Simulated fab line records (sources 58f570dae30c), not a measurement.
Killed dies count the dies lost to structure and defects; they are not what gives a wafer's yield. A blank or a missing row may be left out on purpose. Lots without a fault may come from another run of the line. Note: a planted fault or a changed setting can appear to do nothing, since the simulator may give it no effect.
8D (eight disciplines) problem report, filled in by code    flow berkeley_cmos170    the parts of the form that need people (team, actions taken, sign-off) are left out

== 1. PROBLEM STATEMENT ==
Mean of rf_fwd_power_W at UCB170_SPACER_CVD_00: 604.8 W across 3 wafers in 2 lots; on wafers with no fault it is 544.7 W (standard deviation 2.4). Relative to the usual mean, that is a shift of +25 standard deviations.
The step: deposits SiO2 from TEOS/O2, target thk 376 nm, time 47 s.
First observed at day 9 20:00: wafer L514.2, on pecvd-03. The record has a number at this step for 42 wafers belonging to 14 lots. Rule for "out", or "out of limits": more than 4 standard deviations from the usual mean. The rest of the wafers with a number are treated as sound.

== 2. WHAT THIS IS AND IS NOT ==
question                     is                      is not
which readings at this step  rf_fwd_power_W          heater_power_w, susceptor_temp_C
which lots                   L514, L517              L503, L504, L505, L507, L508, L509, L511, L512, L513, L523, L524, L525
which wafers of those lots   L514.2, L514.4, L517.2  L514.3, L517.3, L517.4
read on which tools          pecvd-03                pecvd-01, pecvd-04
when                         from day 9 20:00        up to then (28 sound wafers); but 11 sound wafers of L517, L523, L524, L525 came after

== 3. SUSPECTS, AND WHAT RULES EACH OUT ==
Counting: any tool at a process step up to the reading remains a suspect provided it ran every lot that is out. Sound lots after the first of them don't rule it out here, since some wafers of a struck lot are sound.
- pecvd-03 at UCB170_SPACER_CVD_00 (deposits SiO2 from TEOS/O2, target thk 376 nm, time 47 s): kept. It processed each lot that is out (first: L514, day 9 20:00); up to then, its last sound lot is L512 (day 9 19:27). Out on those wafers are its own readings of rf_fwd_power_W.
- Within pecvd-03 at UCB170_SPACER_CVD_00: the wafers that are out ran in chamber 0; their sound lot-mates ran in chambers 1, 2.
The count leaves pecvd-03 at UCB170_SPACER_CVD_00.

== 4. THE CAUSE (what the simulator had put in) ==
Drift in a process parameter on pecvd-03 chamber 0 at UCB170_SPACER_CVD_00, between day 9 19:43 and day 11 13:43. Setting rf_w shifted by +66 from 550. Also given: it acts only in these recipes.
The count eliminated every tool but this one.

== 5. THE EFFECT CHAIN, in route order ==
Rows list readings where the struck wafers' mean (over those with a number) sits beyond 3 standard deviations from the usual. Readings are gone through only where the record gives a usual standard deviation; hours: the median, over the lots, of the time from a lot's start at the first step in this table giving one to that lot's start at this step; sigmas: the change measured in usual standard deviations.
hours  step                  reading         usual    on struck wafers  change  sigmas
0      UCB170_SPACER_CVD_00  rf_fwd_power_W  544.7 W  604.8             +60.1   +25
Process steps it contains:
- UCB170_SPACER_CVD_00: deposits SiO2 from TEOS/O2, target thk 376 nm, time 47 s.

== 6. HOW IT WOULD HAVE BEEN CAUGHT EARLIER ==
In this record no reading fell out of limits until day 9 20:00, 0 hours after the fault had begun at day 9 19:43.
